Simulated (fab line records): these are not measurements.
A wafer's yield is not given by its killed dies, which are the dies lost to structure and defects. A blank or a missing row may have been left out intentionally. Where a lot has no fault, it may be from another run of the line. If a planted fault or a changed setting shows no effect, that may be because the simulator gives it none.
What tool caused it? / flow berkeley cmos170 / 7 lots with 21 wafers sampled at 3 steps, on a route of 331 steps

## WHAT EACH GAUGE READ, for each wafer
UCB170_M2_RS_MEAS_02: measurement is done with a four-point probe.
lot=L361; measured=day 9 02:13; on=film metro-03; M2_AL_RS (ohm/sq)=- - -
lot=L366; measured=day 10 12:53; on=film metro-03; M2_AL_RS (ohm/sq)=0.0327 0.0329 0.0324
lot=L368; measured=day 10 11:49; on=film metro-04; M2_AL_RS (ohm/sq)=0.0325 0.0324 0.0327
lot=L373; measured=day 11 00:58; on=film metro-02; M2_AL_RS (ohm/sq)=0.0326 0.0319 0.0323
lot=L375; measured=day 12 01:50; on=film metro-02; M2_AL_RS (ohm/sq)=0.0323 0.0325 0.0324
lot=L377; measured=day 12 02:05; on=film metro-04; M2_AL_RS (ohm/sq)=0.0326 0.0323 0.0328
lot=L379; measured=day 12 12:11; on=film metro-02; M2_AL_RS (ohm/sq)=0.0324 0.0321 0.0319

## EACH LOT AND THE TOOL THAT RAN IT (in order: tool; ch and the chambers of the sampled wafers; start)
lot=L361; UCB170_PWELL_ETCH_14=rie diel-01 ch 1,2,3, day 3 23:53; UCB170_M2_SPUTTER_01=pvd sputter-01, day 9 02:08
lot=L366; UCB170_PWELL_ETCH_14=rie diel-01 ch 0,3, day 5 16:26; UCB170_M2_SPUTTER_01=pvd sputter-04, day 10 12:46
lot=L368; UCB170_PWELL_ETCH_14=rie diel-03 ch 0,2,3, day 5 20:32; UCB170_M2_SPUTTER_01=pvd sputter-01, day 10 11:44
lot=L373; UCB170_PWELL_ETCH_14=rie diel-04 ch 0,3, day 6 14:28; UCB170_M2_SPUTTER_01=pvd sputter-01, day 11 00:52
lot=L375; UCB170_PWELL_ETCH_14=rie diel-03 ch 0,3, day 6 21:42; UCB170_M2_SPUTTER_01=pvd sputter-04, day 12 01:42
lot=L377; UCB170_PWELL_ETCH_14=rie diel-03 ch 0,1,2, day 7 06:07; UCB170_M2_SPUTTER_01=pvd sputter-01, day 12 01:59
lot=L379; UCB170_PWELL_ETCH_14=rie diel-01 ch 0,1,2, day 7 18:16; UCB170_M2_SPUTTER_01=pvd sputter-04, day 12 12:06
- UCB170_PWELL_ETCH_14: etches Si3N4 in CH3F/Ar/O2, stops on SiO2, target depth 242 nm, time 151 s.
- UCB170_M2_SPUTTER_01: material Al, target thk 900 nm, time 120 s.

## THE ANSWER, worked out from the rows above alone
Rule: what is usual is taken from the lots themselves. The widest of any qualifying gaps counts: lots, ordered by their means at a reading, are off when they make up no more than a third of the lots, leave a main group of 4 or more, and stand apart from it by 3 or more times the standard deviation of that group's means. If all means in a main group match to the digits the tables above print for the reading, that group is not used. Also off: a lot with no number at a reading for which 4 or more lots have one. Where the step has rows for the other lots, those lots are counted as sound.
Off: L361, seen at UCB170_M2_RS_MEAS_02 (M2_AL_RS). Without a number there: L361. For the main group the mean is 0.0324 ohm/sq and the standard deviation 0.00018.
If a tool, at a process step before that reading, ran all the lots that are off and no sound lot after the first of them, it fits. The gauges at UCB170_M2_RS_MEAS_02 are tried like those tools. No candidate that was tried fits.

## WHAT WAS PUT IN BY THE SIMULATOR
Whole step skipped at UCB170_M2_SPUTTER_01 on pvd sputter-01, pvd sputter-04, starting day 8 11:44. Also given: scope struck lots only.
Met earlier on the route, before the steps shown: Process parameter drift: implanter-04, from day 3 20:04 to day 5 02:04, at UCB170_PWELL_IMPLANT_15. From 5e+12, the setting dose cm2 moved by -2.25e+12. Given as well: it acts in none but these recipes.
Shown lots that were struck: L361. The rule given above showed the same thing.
